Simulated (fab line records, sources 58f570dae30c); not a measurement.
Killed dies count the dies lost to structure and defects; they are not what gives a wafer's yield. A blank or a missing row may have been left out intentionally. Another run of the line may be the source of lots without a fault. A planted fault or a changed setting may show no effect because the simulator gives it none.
The tool behind it: which one?    flow berkeley cmos170    Sampling: 7 lots, 21 wafers, 2 of 331 route steps

== WHAT THE GAUGES SHOWED, per wafer ==
UCB170_PWELL_THK_MEAS_03.
lot   measured     on             PWELL_OXIDE_THK (nm)
L665  day 3 12:32  film metro-04  38.4 38.2 38.4 38.4 38.2 38.4
L668  day 4 13:26  film metro-04  40.1 39.3 39.9 40.1 39.3 39.9
L675  day 5 13:31  film metro-01  26.6 26.2 26.5
L679  day 6 00:29  film metro-01  26.3 26.5 26.6
L681  day 6 15:07  film metro-04  27.1 27.2 27.2
L683  day 6 23:04  film metro-04  25.4 25.7 26.0
L685  day 7 08:51  film metro-02  26.1 26.4 26.5

== TOOL THAT RAN EACH LOT (tool first, then ch and the chambers of the sampled wafers, then the start) ==
lot   UCB170_PWELL_OXIDATION_02
L665  furnace-04 ch 0, day 3 08:29
L668  furnace-01 ch 0, day 4 07:44
L675  furnace-01 ch 0, day 5 12:06
L679  furnace-01 ch 0, day 5 23:08
L681  furnace-02 ch 0, day 6 13:46
L683  furnace-01 ch 0, day 6 21:42
L685  furnace-01 ch 0, day 7 07:29
- UCB170_PWELL_OXIDATION_02: target thk 26.4 nm, ox time 1260 s.

== THE ANSWER, worked out from the rows above alone ==
Rule: usual is defined by the lots themselves. Put in order of their means at a reading, lots are off if they are a third of the lots or fewer, leave a main group of 4 or more, and stand apart from it by a gap of 3 or more times the standard deviation of the main group's means; of several such gaps the widest counts. Not used: any main group whose means are identical at the precision the tables above print for the reading. Also off: a lot with no number at a reading for which 4 or more lots have one. Any other lot the step has rows for is counted as sound.
Off: L665, L668, at UCB170_PWELL_THK_MEAS_03 (PWELL_OXIDE_THK). For the main group the mean is 26.4 nm and the standard deviation 0.47.
A tool fits if, at a process step before that reading, it ran every lot that is off, and no sound lot after the first of them. Gauges at UCB170_PWELL_THK_MEAS_03: tried the same way as those tools. Of those tried, none fits.

== WHAT THE SIMULATOR PUT IN ==
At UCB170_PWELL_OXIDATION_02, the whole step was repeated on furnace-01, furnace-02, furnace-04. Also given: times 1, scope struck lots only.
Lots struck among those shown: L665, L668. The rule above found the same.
